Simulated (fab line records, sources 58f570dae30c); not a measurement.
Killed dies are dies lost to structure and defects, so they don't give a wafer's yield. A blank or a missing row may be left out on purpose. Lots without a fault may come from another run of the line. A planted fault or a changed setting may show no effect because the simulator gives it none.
Which tool did it? | flow berkeley_cmos170 | 13 lots, 39 wafers sampled, at 4 steps of a route of 331

WHAT THE GAUGES READ, wafer by wafer
UCB170_NWELL_THK_MEAS_02.
lot  | measured    | on            | NWELL_OXIDE_THK (nm)
L899 | day 2 00:08 | film_metro-01 | 26.0 26.3 26.5
L902 | day 2 11:01 | film_metro-01 | 26.8 26.7 26.9
L903 | day 2 16:20 | film_metro-03 | 26.8 26.4 26.8
L904 | day 2 23:08 | film_metro-03 | 26.0 25.7 26.0
L905 | day 3 02:06 | film_metro-03 | 26.9 27.0 26.4
L906 | day 3 11:14 | film_metro-02 | 26.2 25.9 26.1
L907 | day 3 18:41 | film_metro-02 | 26.4 27.0 26.7
L908 | day 4 00:34 | film_metro-02 | 25.8 26.0 26.2
L909 | day 4 00:34 | film_metro-03 | 26.4 25.9 26.1
L918 | day 6 00:22 | film_metro-02 | 26.7 26.2 26.7
L920 | day 6 08:29 | film_metro-03 | 26.6 26.2 26.1
L921 | day 6 15:55 | film_metro-01 | 26.7 26.7 26.5
L922 | day 6 18:32 | film_metro-02 | 26.6 26.1 26.3

UCB170_NWELL_OVL_MEAS_12.
lot  | measured    | on         | NWELL_OVL (nm)
L899 | day 2 05:43 | overlay-02 | -5 -8 -5
L902 | day 2 18:53 | overlay-01 | -11 -1 -12
L903 | day 2 22:41 | overlay-02 | -6 -6 3
L904 | day 3 06:01 | overlay-02 | -7 -8 -5
L905 | day 3 11:52 | overlay-01 | -5 -5 -1
L906 | day 3 20:37 | overlay-02 | -1 -10 -6
L907 | day 4 02:55 | overlay-02 | -7 -8 3
L908 | day 4 07:52 | overlay-02 | -2 -4 -8
L909 | day 4 08:07 | overlay-02 | 7 -2 6
L918 | day 6 09:59 | overlay-02 | -11 -5 -3
L920 | day 6 16:25 | overlay-02 | -5 0 2
L921 | day 6 22:36 | overlay-02 | 3 -1 2
L922 | day 7 02:59 | overlay-02 | -8 -5 -6

UCB170_SACOX_THK_MEAS_02.
lot  | measured    | on            | SACOX_OXIDE_THK (nm)
L899 | day 5 02:22 | film_metro-04 | 14.56 14.60 14.69
L902 | day 5 14:14 | film_metro-04 | 14.65 14.45 14.59
L903 | day 5 14:14 | film_metro-01 | 15.03 14.80 14.79
L904 | day 6 03:16 | film_metro-04 | 14.16 14.01 14.20
L905 | day 6 03:16 | film_metro-02 | 14.09 14.11 13.93
L906 | day 6 13:08 | film_metro-02 | 14.11 14.19 14.18
L907 | day 6 22:01 | film_metro-04 | 14.41 14.50 14.47
L908 | day 6 22:01 | film_metro-01 | 14.13 14.26 14.46
L909 | day 6 22:01 | film_metro-02 | 14.58 14.47 14.60
L918 | day 9 06:27 | film_metro-04 | 14.47 14.79 14.67
L920 | day 9 13:53 | film_metro-02 | 14.70 14.60 14.32
L921 | day 9 13:54 | film_metro-04 | 14.84 14.60 14.80
L922 | day 9 22:05 | film_metro-04 | 13.88 14.05 14.17

WHICH TOOL RAN EACH LOT (tool, then ch and the chambers of the sampled wafers, then the start)
lot  | UCB170_PWELL_EXPOSE_10
L899 | krf_scanner-02 ch 0, day 2 19:38
L902 | krf_scanner-01 ch 0, day 3 12:25
L903 | krf_scanner-02 ch 0, day 3 17:29
L904 | krf_scanner-02 ch 0, day 4 00:13
L905 | krf_scanner-01 ch 0, day 4 04:36
L906 | krf_scanner-01 ch 0, day 4 14:52
L907 | krf_scanner-01 ch 0, day 4 20:42
L908 | krf_scanner-02 ch 0, day 4 23:57
L909 | krf_scanner-01 ch 0, day 5 00:24
L918 | krf_scanner-01 ch 0, day 7 04:54
L920 | krf_scanner-02 ch 0, day 7 12:44
L921 | krf_scanner-01 ch 0, day 7 16:17
L922 | krf_scanner-02 ch 0, day 7 21:04
- UCB170_PWELL_EXPOSE_10: exposes mask PWELL, target cd 3000 nm.

WHAT THE TOOLS THEMSELVES READ (means of the sampled wafers that have a number; where no wafer has one, the mark that the record gives instead)
UCB170_PWELL_EXPOSE_10.
lot  | tool           | focus_offset_nm (nm) | reticle_temp_C (C)
L899 | krf_scanner-02 | -0.2                 | 23.03
L902 | krf_scanner-01 | -0.3                 | 22.98
L903 | krf_scanner-02 | -0.2                 | 23.02
L904 | krf_scanner-02 | -0.4                 | 23.04
L905 | krf_scanner-01 | -0.6                 | 23.07
L906 | krf_scanner-01 | -0.1                 | 22.94
L907 | krf_scanner-01 | 0.0                  | 22.89
L908 | krf_scanner-02 | 0.3                  | 22.96
L909 | krf_scanner-01 | 0.1                  | 22.96
L918 | krf_scanner-01 | -0.4                 | 23.00
L920 | krf_scanner-02 | 0.5                  | 23.08
L921 | krf_scanner-01 | -0.2                 | 22.98
L922 | krf_scanner-02 | 0.4                  | 23.21

THE ANSWER, worked out from the rows above alone
Rule: what is usual is taken from the lots themselves. Put in order of their means at a reading, lots are off if they are a third of the lots or fewer, leave a main group of 4 or more, and stand apart from it by a gap of 3 or more times the standard deviation of the main group's means; of several such gaps the widest counts. A main group whose means are all the same, to the digits that the tables above print for the reading, isn't used. A lot without any number at a reading at which 4 lots or more have one is off too. The other lots that the step has rows for count as sound. The gauges are gone through in route order, then the tools' own readings, and for those a lot's mean is taken as printed above. The first step at which some lot is off is used, and at that step the reading that is off furthest; a lot without a number counts as furthest.
No lot is off at any reading shown: from this, nothing can be told.

WHAT THE SIMULATOR HAD PUT IN
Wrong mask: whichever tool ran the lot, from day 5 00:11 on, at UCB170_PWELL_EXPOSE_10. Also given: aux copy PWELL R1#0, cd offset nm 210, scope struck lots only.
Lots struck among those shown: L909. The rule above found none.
